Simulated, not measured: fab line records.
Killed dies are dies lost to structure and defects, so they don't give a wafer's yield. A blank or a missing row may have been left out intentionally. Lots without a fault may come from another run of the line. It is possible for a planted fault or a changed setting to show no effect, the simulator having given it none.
What tool caused it? ; flow rit_cmos ; route of 202 steps, sampled at 1 step: 14 lots, 42 wafers

## WHAT EACH GAUGE READ, for each wafer
The record lacks any reading of a measuring or inspecting step that a usual standard deviation could be used to judge.

## WHICH TOOL RAN EACH LOT (tool, then ch and the chambers of the sampled wafers, then the start)
lot;RIT_NLDD_DEVELOP_05
L321;litho_track-03 ch 0, day 2 19:00
L322;litho_track-01 ch 0, day 3 03:00
L323;litho_track-03 ch 0, day 3 11:00
L324;litho_track-04 ch 0, day 3 12:00
L325;litho_track-03 ch 0, day 3 15:00
L331;litho_track-01, day 4 20:00
L332;litho_track-03, day 5 04:00
L336;litho_track-03 ch 0, day 5 19:00
L337;litho_track-03 ch 0, day 6 00:00
L338;litho_track-03 ch 0, day 6 08:00
L339;litho_track-03 ch 0, day 6 12:00
L341;litho_track-01 ch 0, day 6 22:00
L343;litho_track-01 ch 0, day 7 08:00
L344;litho_track-03 ch 0, day 7 12:00
- RIT_NLDD_DEVELOP_05: develop time 50 s.

## AS READ BY THE TOOLS THEMSELVES (means over the sampled wafers that have a number; for cases with no such wafer, the mark the record gives instead)
RIT_NLDD_DEVELOP_05.
lot;tool;chill_plate_temp_C (C);resist_line_temp_C (C)
L321;litho_track-03;23.03;23.00
L322;litho_track-01;22.99;23.09
L323;litho_track-03;22.84;22.99
L324;litho_track-04;23.05;23.05
L325;litho_track-03;22.97;22.93
L331;litho_track-01;-;-
L332;litho_track-03;-;-
L336;litho_track-03;23.00;22.97
L337;litho_track-03;22.92;23.04
L338;litho_track-03;22.84;22.97
L339;litho_track-03;23.17;23.03
L341;litho_track-01;23.06;22.95
L343;litho_track-01;23.10;23.05
L344;litho_track-03;22.95;23.03

## THE ANSWER, worked out from the rows above alone
Rule: usual is defined by the lots themselves. The widest of any qualifying gaps counts: lots, ordered by their means at a reading, are off when they make up no more than a third of the lots, leave a main group of 4 or more, and stand apart from it by 3 or more times the standard deviation of that group's means. Not used: any main group whose means are identical at the precision the tables above print for the reading. A lot without any number at a reading at which 4 lots or more have one is off too. Where the step has rows for the other lots, those lots are counted as sound. First the gauges in route order, then the tools' own readings, where a lot's mean is used as printed above. The first step at which some lot is off is used, and at that step the reading that is off furthest; a lot without a number counts as furthest.
Off: L331, L332, at RIT_NLDD_DEVELOP_05 (chill_plate_temp_C). Without a number there: L331, L332. Main group: mean 22.99 C, sd 0.094.
A tool fits if, at that step or a process step before it, it ran every lot that is off, and no sound lot after the first of them. Not one of the candidates tried fits.

## WHAT THE SIMULATOR HAD PUT IN
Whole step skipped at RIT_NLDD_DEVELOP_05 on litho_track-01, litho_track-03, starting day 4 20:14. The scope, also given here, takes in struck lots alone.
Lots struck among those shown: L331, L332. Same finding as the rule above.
